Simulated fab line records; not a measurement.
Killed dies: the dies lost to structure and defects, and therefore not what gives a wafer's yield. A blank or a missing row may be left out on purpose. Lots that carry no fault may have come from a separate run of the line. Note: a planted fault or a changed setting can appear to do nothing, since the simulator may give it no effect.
fab line records + flow rit-cmos
[record]
- lots = 14
- wafers = 42
- last-day = 7
route steps=202 shown M1@196
lots with no fault: from the same line, run without faults
start-h: the number of hours between the record's first day and the start of the first shown wafer of the lot + wait-h: how many hours have passed since the lot's step before this one + " unchanged from the row above + L1.1+2: several wafers, shown together as one row + - value missing, or start not given + * or withheld: withheld + < > ~ a bound
route shown NAME@n: names a module that has steps shown in the file, with the first one's number in the route + usual: mean/standard deviation of fault-free wafers + same: alike in all rows + chamber/n: place in a boat + sites: each site's reading + _std_site: standard deviation across them + _edge_site: the outer-site mean with the inner-site mean subtracted + radius-mm: how far each site lies from the wafer's centre + mask NAME#n: copy n + behind: tool/chamber where the wafer was last shaped + hold: why the lot was held/for how many hours/how that ended + device: the transistor (n, p or np) that didn't switch + end of line: tests of these same wafers at the route's end + where a step has no rows: the recipe by itself + killed: dies that structure and defects cost at the first sort, which is not the same as the wafer's yield + map: per-die view of a wafer (x killed, . not killed, _ where there is no die)
set.NAME: setting as actually run; set.NAME@STEP: the setting as run at that earlier step + model.NAME: the simulator's own value behind a step, which no gauge read
steps of the route over a sample of lots; a table a step, a row a wafer
services: a tool's chamber out of use, with start hour (start-h, from the record's first day; less than 0 if before it), hours out, and reason
[[steps]]
[step RIT_M1_METAL_ETCH_12]
[recipe]
- stop-on = SiO2
- chemistry = Cl2/BCl3
- target = Al
- time-s = 165
- over-etch-frac = 0.5
- pressure-mtorr = 100
- target-depth-a = 6000
- rf-w = 250
- Cl2_flow_sccm = 60
- bcl3-flow-sccm = 50
[usual]
- drypump-motor-current-A = 5.8/0.37
- oes-product-au = 0.753/0.0079
- over-etch-frac = 0.5/0
- throttle-valve-pct = 8.32/0.037
| lot.wafer | tool         | chamber | start-h | wait-h | drypump-motor-current-A | oes-product-au | over-etch-frac | rf-hours-counter-h | throttle-valve-pct |
|-----------|--------------|---------|---------|--------|-------------------------|----------------|----------------|--------------------|--------------------|
| L200.3    | rie-metal-02 | 1       | 63.95   | 0.2    | 6.2                     | 0.750          | 0.5            | -                  | 8.36               |
| L200.5    | "            | 1       | "       | "      | 6.2                     | 0.740          | 0.5            | -                  | 8.34               |
| L200.6    | "            | 0       | "       | "      | 5.8                     | 0.757          | 0.5            | -                  | 8.26               |
| L201.1    | rie-metal-01 | 1       | 68.54   | 0.2    | 6.2                     | 0.764          | 0.5            | 4                  | 8.30               |
| L201.2    | "            | 0       | "       | "      | 5.8                     | 0.749          | 0.5            | 4                  | 8.33               |
| L201.4    | "            | 1       | "       | "      | 6.2                     | 0.764          | 0.5            | -                  | 8.32               |
| L203.2    | rie-metal-02 | 1       | 80.03   | 0.2    | 6.2                     | 0.750          | 0.5            | 1                  | 8.36               |
| L203.3    | "            | 1       | "       | "      | 6.2                     | 0.750          | 0.5            | -                  | 8.35               |
| L203.5    | "            | 1       | "       | "      | 6.2                     | 0.748          | 0.5            | -                  | 8.36               |
| L204.1    | rie-metal-01 | 0       | 83.26   | 0.2    | 5.8                     | 0.747          | 0.5            | 4                  | 8.35               |
| L204.3    | "            | 0       | "       | "      | 5.8                     | 0.746          | 0.5            | -                  | 8.33               |
| L204.6    | "            | 1       | "       | "      | 6.2                     | 0.753          | 0.5            | -                  | 8.31               |
| L205.3    | rie-metal-03 | 1       | 87.22   | 0.2    | 5.2                     | 0.750          | 0.5            | -                  | 8.27               |
| L205.4    | "            | 0       | "       | "      | 5.3                     | 0.748          | 0.5            | -                  | 8.34               |
| L205.5    | "            | 1       | "       | "      | 5.2                     | 0.742          | 0.5            | -                  | 8.27               |
| L206.1    | rie-metal-01 | 1       | 96.72   | 0.2    | 6.1                     | 0.755          | 0.5            | 5                  | 8.31               |
| L206.3    | "            | 0       | "       | "      | 5.8                     | 0.747          | 0.5            | -                  | 8.34               |
| L206.6    | "            | 1       | "       | "      | 6.2                     | 0.752          | 0.5            | -                  | 8.33               |
| L208.2    | rie-metal-03 | 1       | 99.92   | 0.2    | 5.2                     | 0.744          | 0.5            | 35                 | 8.29               |
| L208.4    | "            | 0       | "       | "      | 5.3                     | 0.757          | 0.5            | -                  | 8.35               |
| L208.5    | "            | 0       | "       | "      | 5.3                     | 0.754          | 0.5            | -                  | 8.34               |
| L209.1    | rie-metal-02 | 0       | 113.13  | 0.2    | 5.8                     | 0.751          | 0.5            | 1                  | 8.26               |
| L209.3    | "            | 1       | "       | "      | 6.2                     | 0.757          | 0.5            | -                  | 8.34               |
| L209.6    | "            | 0       | "       | "      | 5.8                     | 0.750          | 0.5            | -                  | 8.25               |
| L210.3    | rie-metal-01 | 0       | 113.57  | 0.2    | 5.8                     | 0.630          | 1.0656         | -                  | 8.37               |
| L210.5    | "            | 0       | "       | "      | 5.8                     | 0.631          | 1.0656         | -                  | 8.35               |
| L210.6    | "            | 1       | "       | "      | 6.2                     | 0.631          | 1.0656         | -                  | 8.35               |
| L213.1    | rie-metal-01 | 1       | 125.06  | 0.2    | 6.2                     | 0.639          | 1.0656         | 5                  | 8.34               |
| L213.4    | "            | 1       | "       | "      | 6.1                     | 0.648          | 1.0656         | -                  | 8.34               |
| L213.5    | "            | 1       | "       | "      | 6.2                     | 0.645          | 1.0656         | -                  | 8.33               |
| L217.2    | rie-metal-02 | 0       | 147.61  | 0.2    | 5.8                     | 0.738          | 0.5            | 2                  | 8.27               |
| L217.3    | "            | 1       | "       | "      | 6.2                     | 0.754          | 0.5            | -                  | 8.36               |
| L217.6    | "            | 0       | "       | "      | 5.8                     | 0.751          | 0.5            | -                  | 8.25               |
| L220.1    | rie-metal-02 | 1       | 162.00  | 0.2    | 6.2                     | 0.748          | 0.5            | 2                  | 8.34               |
| L220.5    | "            | 0       | "       | "      | 5.8                     | 0.748          | 0.5            | -                  | 8.26               |
| L220.6    | "            | 1       | "       | "      | 6.2                     | 0.749          | 0.5            | -                  | 8.36               |
| L222.2    | rie-metal-03 | 0       | 170.13  | 0.2    | 5.3                     | 0.770          | 0.5            | 0                  | 8.36               |
| L222.4    | "            | 1       | "       | "      | 5.2                     | 0.763          | 0.5            | -                  | 8.28               |
| L222.6    | "            | 0       | "       | "      | 5.3                     | 0.765          | 0.5            | -                  | 8.33               |
| L223.3    | rie-metal-02 | 1       | 176.08  | 0.2    | 6.2                     | 0.754          | 0.5            | -                  | 8.36               |
| L223.5    | "            | 0       | "       | "      | 5.8                     | 0.762          | 0.5            | -                  | 8.24               |
| L223.6    | "            | 1       | "       | "      | 6.2                     | 0.744          | 0.5            | -                  | 8.36               |
[step RIT_M1_CD_MEAS_90]
[recipe]
- target-cd-nm = 2600
[usual]
- cd-nm = 2600/3.1
| lot.wafer | tool      | chamber | start-h | wait-h | hold                     | cd-nm |
|-----------|-----------|---------|---------|--------|--------------------------|-------|
| L200.3    | cd-sem-02 | -       | 64.44   | 0.1    | -                        | 2600  |
| L200.5    | "         | -       | "       | "      | -                        | 2601  |
| L200.6    | "         | -       | "       | "      | -                        | 2597  |
| L201.1    | cd-sem-01 | -       | 69.06   | 0.1    | -                        | 2598  |
| L201.2    | "         | -       | "       | "      | -                        | 2601  |
| L201.4    | "         | -       | "       | "      | -                        | 2599  |
| L203.2    | cd-sem-02 | -       | 80.62   | 0.1    | -                        | 2595  |
| L203.3    | "         | -       | "       | "      | -                        | 2596  |
| L203.5    | "         | -       | "       | "      | -                        | 2597  |
| L204.1    | cd-sem-02 | -       | 83.81   | 0.1    | -                        | 2596  |
| L204.3    | "         | -       | "       | "      | -                        | 2596  |
| L204.6    | "         | -       | "       | "      | -                        | 2598  |
| L205.3    | cd-sem-02 | -       | 87.72   | 0.1    | -                        | 2604  |
| L205.4    | "         | -       | "       | "      | -                        | 2604  |
| L205.5    | "         | -       | "       | "      | -                        | 2604  |
| L206.1    | cd-sem-01 | -       | 97.23   | 0.1    | -                        | 2598  |
| L206.3    | "         | -       | "       | "      | -                        | 2598  |
| L206.6    | "         | -       | "       | "      | -                        | 2598  |
| L208.2    | cd-sem-02 | -       | 100.45  | 0.1    | -                        | 2604  |
| L208.4    | "         | -       | "       | "      | -                        | 2605  |
| L208.5    | "         | -       | "       | "      | -                        | 2606  |
| L209.1    | cd-sem-02 | -       | 113.64  | 0.1    | -                        | 2602  |
| L209.3    | "         | -       | "       | "      | -                        | 2602  |
| L209.6    | "         | -       | "       | "      | -                        | 2599  |
| L210.3    | cd-sem-01 | -       | 114.08  | 0.1    | await-dispo/0.2h/release | 2583  |
| L210.5    | "         | -       | "       | "      | await-dispo/0.2h/release | 2587  |
| L210.6    | "         | -       | "       | "      | await-dispo/0.2h/release | 2588  |
| L210.3    | cd-sem-01 | -       | 114.37  | 0.3    | -                        | 2583  |
| L210.5    | "         | -       | "       | "      | -                        | 2587  |
| L210.6    | "         | -       | "       | "      | -                        | 2588  |
| L213.1    | cd-sem-02 | -       | 125.59  | 0.1    | -                        | 2593  |
| L213.4    | "         | -       | "       | "      | -                        | 2593  |
| L213.5    | "         | -       | "       | "      | -                        | 2592  |
| L217.2    | cd-sem-02 | -       | 148.32  | 0.1    | -                        | 2599  |
| L217.3    | "         | -       | "       | "      | -                        | 2602  |
| L217.6    | "         | -       | "       | "      | -                        | 2595  |
| L220.1    | cd-sem-02 | -       | 162.51  | 0.1    | -                        | 2600  |
| L220.5    | "         | -       | "       | "      | -                        | 2598  |
| L220.6    | "         | -       | "       | "      | -                        | 2600  |
| L222.2    | cd-sem-02 | -       | 170.84  | 0.1    | -                        | 2601  |
| L222.4    | "         | -       | "       | "      | -                        | 2603  |
| L222.6    | "         | -       | "       | "      | -                        | 2604  |
| L223.3    | cd-sem-02 | -       | 176.58  | 0.1    | -                        | 2601  |
| L223.5    | "         | -       | "       | "      | -                        | 2599  |
| L223.6    | "         | -       | "       | "      | -                        | 2601  |
[step RIT_M1_PROBE_99]
[usual]
- defect-limited-yield = 97.4/1.1
- killed-at-contacts = 0.1/0.25
- killed-at-front-end = 6.8/2.9
- killed-dies = 6.9/2.9
- killed-open = 3.3/1.9
- killed-short = 3.6/1.9
- sort_bin_3_pad_short = 0.1/0.23
- sort_bin_5_function = 1.5/0.78
- sort_bin_6_memory = 1.0/0.64
- sort-n-pass = 257.1/2.9
- sort-yield-pct = 97.4/1.1
[same]
- gross-dies = 264
- killed_at_M0_to_M3 = 0
- killed_at_M4_up = 0
- killed-at-back-side = 0
- killed-at-other = 0
| lot.wafer | tool      | chamber | start-h | wait-h | defect-limited-yield[%] | killed-at-contacts | killed-at-front-end | killed-dies | killed-open | killed-short | sort_bin_3_pad_short[%] | sort_bin_5_function[%] | sort_bin_6_memory[%] | sort-n-pass | sort-yield-pct[%] |
|-----------|-----------|---------|---------|--------|-------------------------|--------------------|---------------------|-------------|-------------|--------------|-------------------------|------------------------|----------------------|-------------|-------------------|
| L208.2    | prober-02 | -       | 102.22  | 0.1    | 97.0                    | 0                  | 8                   | 8           | 4           | 4            | 0                       | 2.3                    | 0.8                  | 256.0       | 97.0              |
| L208.4    | prober-02 | -       | 102.32  | 0.2    | 99.2                    | 0                  | 2                   | 2           | 0           | 2            | 0                       | 0.4                    | 0.4                  | 262.0       | 99.2              |
| L208.5    | prober-02 | -       | 102.37  | 0.2    | 98.5                    | 0                  | 4                   | 4           | 1           | 3            | 0                       | 1.1                    | 0.4                  | 260.0       | 98.5              |
| L209.1    | prober-01 | -       | 115.38  | 0.1    | 97.3                    | 1                  | 6                   | 7           | 3           | 4            | 0                       | 1.1                    | 1.5                  | 257.0       | 97.3              |
| L209.3    | prober-01 | -       | 115.48  | 0.2    | 96.2                    | 0                  | 10                  | 10          | 7           | 3            | 0                       | 1.9                    | 1.9                  | 254.0       | 96.2              |
| L209.6    | prober-01 | -       | 115.63  | 0.2    | 98.1                    | 0                  | 5                   | 5           | 4           | 1            | 0                       | 1.1                    | 0.8                  | 259.0       | 98.1              |
| L210.3    | prober-02 | -       | 119.98  | 0.2    | 95.8                    | 0                  | 11                  | 11          | 5           | 6            | 0                       | 3.0                    | 1.1                  | 253.0       | 95.8              |
| L210.5    | prober-02 | -       | 120.08  | 0.2    | 97.3                    | 0                  | 7                   | 7           | 2           | 5            | 0                       | 1.9                    | 0.8                  | 257.0       | 97.3              |
| L210.6    | prober-02 | -       | 120.13  | 0.2    | 95.8                    | 0                  | 11                  | 11          | 8           | 3            | 0                       | 2.7                    | 1.5                  | 253.0       | 95.8              |
| L213.1    | prober-02 | -       | 128.58  | 0.1    | 94.7                    | 0                  | 14                  | 14          | 11          | 3            | 0                       | 2.7                    | 2.7                  | 250.0       | 94.7              |
| L213.4    | prober-02 | -       | 128.73  | 0.2    | 97.0                    | 0                  | 8                   | 8           | 4           | 4            | 0.4                     | 1.5                    | 1.1                  | 256.0       | 97.0              |
| L213.5    | prober-02 | -       | 128.78  | 0.2    | 97.7                    | 0                  | 6                   | 6           | 6           | 0            | 0                       | 1.1                    | 1.1                  | 258.0       | 97.7              |
| L222.2    | prober-01 | -       | 172.61  | 0.1    | 95.5                    | 0                  | 12                  | 12          | 7           | 5            | 0                       | 1.5                    | 3.0                  | 252.0       | 95.5              |
| L222.4    | prober-01 | -       | 172.71  | 0.2    | 97.0                    | 0                  | 8                   | 8           | 1           | 7            | 0                       | 1.1                    | 1.9                  | 256.0       | 97.0              |
| L222.6    | prober-01 | -       | 172.81  | 0.2    | 95.5                    | 0                  | 12                  | 12          | 3           | 9            | 0                       | 2.7                    | 1.9                  | 252.0       | 95.5              |
| L223.3    | prober-02 | -       | 178.38  | 0.2    | 95.1                    | 1                  | 12                  | 13          | 6           | 7            | 0                       | 3.0                    | 1.9                  | 251.0       | 95.1              |
| L223.5    | prober-02 | -       | 178.48  | 0.2    | 95.5                    | 0                  | 12                  | 12          | 6           | 6            | 0.8                     | 2.7                    | 1.1                  | 252.0       | 95.5              |
| L223.6    | prober-02 | -       | 178.53  | 0.2    | 98.1                    | 1                  | 4                   | 5           | 3           | 2            | 0                       | 0.4                    | 1.5                  | 259.0       | 98.1              |
// killed by level:class
L208.2 GATE:geometric-particle:open=3 GATE:geometric-particle:short=3 REOX:geometric-particle:open=1 SILICIDE:geometric-particle:short=1
L208.4 FOX2:geometric-particle:short=1 GATE:geometric-particle:short=1
L208.5 REOX:geometric-particle:short=2 GATE:geometric-particle:open=1 GATE:geometric-particle:short=1
L209.1 GATE:geometric-particle:short=3 GATE:geometric-particle:open=2 FOX1:geometric-particle:open=1 CONTACT:geometric-particle:short=1
L209.3 REOX:geometric-particle:open=4 GATE:geometric-particle:short=2 FOX1:geometric-particle:short=1 FOX2:geometric-particle:open=1 GATE:geometric-particle:open=1 SPACER:geometric-particle:open=1
L209.6 GATE:geometric-particle:open=2 FOX1:geometric-particle:open=1 FOX2:geometric-particle:short=1 FOX2:geometric-particle:open=1
L210.3 GATE:geometric-particle:short=5 GATE:geometric-particle:open=2 FOX1:geometric-particle:open=1 FOX2:geometric-particle:open=1 REOX:geometric-particle:short=1 REOX:geometric-particle:open=1
L210.5 GATE:geometric-particle:short=3 FOX1:geometric-particle:open=2 REOX:geometric-particle:short=2
L210.6 GATE:geometric-particle:open=5 FOX1:geometric-particle:open=3 FOX2:geometric-particle:short=1 GATE:geometric-particle:short=1 SILICIDE:geometric-particle:short=1
L213.1 GATE:geometric-particle:open=6 SPACER:geometric-particle:open=3 GATE:geometric-particle:short=2 FOX1:geometric-particle:short=1 FOX1:geometric-particle:open=1 FOX2:geometric-particle:open=1
L213.4 GATE:geometric-particle:open=3 GATE:geometric-particle:short=3 FOX1:geometric-particle:short=1 SILICIDE:geometric-particle:open=1
L213.5 FOX1:geometric-particle:open=3 FOX2:geometric-particle:open=1 GATE:geometric-particle:open=1 SPACER:geometric-particle:open=1
L222.2 GATE:geometric-particle:open=2 GATE:geometric-particle:short=2 REOX:geometric-particle:open=2 FOX1:geometric-particle:open=1 FOX1:geometric-particle:short=1 FOX2:geometric-particle:open=1 FOX2:geometric-particle:short=1 SPACER:geometric-particle:open=1
L222.4 FOX2:geometric-particle:short=3 SPACER:geometric-particle:short=3 REOX:geometric-particle:short=1 REOX:geometric-particle:open=1
L222.6 GATE:geometric-particle:short=3 SILICIDE:geometric-particle:short=3 FOX1:geometric-particle:short=1 FOX2:geometric-particle:open=1 FOX2:geometric-particle:short=1 GATE:geometric-particle:open=1 REOX:geometric-particle:open=1 REOX:geometric-particle:short=1
L223.3 GATE:geometric-particle:open=4 GATE:geometric-particle:short=4 FOX1:geometric-particle:open=1 REOX:geometric-particle:open=1 REOX:geometric-particle:short=1 SPACER:geometric-particle:short=1 CONTACT:geometric-particle:short=1
L223.5 GATE:geometric-particle:open=4 GATE:geometric-particle:short=3 FOX1:geometric-particle:short=1 FOX1:geometric-particle:open=1 REOX:geometric-particle:open=1 REOX:geometric-particle:short=1 SPACER:geometric-particle:short=1
L223.6 FOX1:geometric-particle:open=1 GATE:geometric-particle:short=1 REOX:geometric-particle:short=1 SPACER:geometric-particle:open=1 CONTACT:geometric-particle:open=1
[[services]]
| tool         | chamber | start-h | hours | kind       |
|--------------|---------|---------|-------|------------|
| rie-metal-03 | -       | 136.12  | 20.0  | pm         |
| rie-metal-03 | 0       | 136.12  | 20.0  | vent-cycle |
| rie-metal-03 | 1       | 136.12  | 20.0  | vent-cycle |
| rie-metal-03 | 0       | 156.12  | -     | clean      |
| rie-metal-03 | 1       | 156.12  | -     | clean      |
[[key]]
[first-sign]
- step = RIT_M1_METAL_ETCH_12
- reading = over-etch-frac
- direction = up
- sigmas = 99+
- usual = 0.5
- struck = 1.0656
[effect]
- step = RIT_M1_METAL_ETCH_12
- reading = oes-product-au
- direction = down
- sigmas = 15
- usual = 0.753
- struck = 0.637
[effect]
- step = RIT_M1_CD_MEAS_90
- reading = visit
- direction = added
met-at RIT_M1_METAL_ETCH_12
struck-lots L210,L213
onset-between 96.72 113.57
[fault]
- kind = process-parameter-drift
- tool = rie-metal-01
- chamber = -
- onset-h = 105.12
- steps = RIT_M1_METAL_ETCH_12
- channel = over-etch-frac
- offset = 0.56555
- shape = step
- end-h = 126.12
- stated = 0.5
